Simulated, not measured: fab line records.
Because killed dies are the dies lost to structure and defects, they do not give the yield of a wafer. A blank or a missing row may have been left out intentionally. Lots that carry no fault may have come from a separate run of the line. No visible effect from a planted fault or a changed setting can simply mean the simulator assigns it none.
Which tool was responsible? | flow berkeley cmos170 | 21 wafers from 7 lots sampled at 2 of the route's 331 steps

== WHAT THE GAUGES SHOWED, per wafer ==
UCB170_SDANNEAL_RS_MEAS_05: measurement is done with a four-point probe.
lot  | measured     | on            | NLDD_RS (ohm/sq)
L965 | day 7 06:05  | film metro-01 | 612.9 612.8 613.2
L969 | day 7 21:53  | film metro-02 | 616.6 618.8 618.3
L972 | day 9 00:07  | film metro-02 | 616.5 616.6 615.6
L974 | day 8 23:23  | film metro-01 | 616.4 614.5 614.9
L977 | day 9 15:36  | film metro-02 | 616.2 617.1 616.7
L982 | day 10 08:50 | film metro-01 | 582.7 585.2 583.0
L987 | day 11 09:19 | film metro-02 | 583.2 581.3 581.6

== EACH LOT AND THE TOOL THAT RAN IT (in order: tool; ch and the chambers of the sampled wafers; start) ==
lot  | UCB170_NLDD_IMPLANT_09
L965 | implanter-04 ch 0, day 6 21:19
L969 | implanter-04 ch 0, day 7 11:01
L972 | implanter-04 ch 0, day 8 14:01
L974 | implanter-04 ch 0, day 8 13:25
L977 | implanter-03 ch 0, day 9 02:09
L982 | implanter-01 ch 0, day 9 22:17
L987 | implanter-01 ch 0, day 10 20:13
- UCB170_NLDD_IMPLANT_09

== THE ANSWER, worked out from the rows above alone ==
Rule: what is usual is taken from the lots themselves. Put in order of their means at a reading, lots are off if they are a third of the lots or fewer, leave a main group of 4 or more, and stand apart from it by a gap of 3 or more times the standard deviation of the main group's means; of several such gaps the widest counts. A main group is skipped when, at the precision printed for the reading in the tables above, its means are all equal. A lot without any number at a reading at which 4 lots or more have one is off too. The other lots that the step has rows for count as sound.
Off: L982, L987, at UCB170_SDANNEAL_RS_MEAS_05 (NLDD_RS). The main group: mean 615.8 ohm/sq, standard deviation 1.7.
A tool fits if, at a process step before that reading, it ran every lot that is off, and no sound lot after the first of them. Gauges at UCB170_SDANNEAL_RS_MEAS_05: tried the same way as those tools. One fits: implanter-01 at UCB170_NLDD_IMPLANT_09. It ran no sound lot before its first lot that is off in this sample, so the start can't be narrowed down.

== WHAT WAS PUT IN BY THE SIMULATOR ==
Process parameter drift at UCB170_NLDD_IMPLANT_09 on implanter-01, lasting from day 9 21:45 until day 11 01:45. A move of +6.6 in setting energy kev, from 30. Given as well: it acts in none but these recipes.
Lots struck among those shown: L982, L987. The rule above found the same.
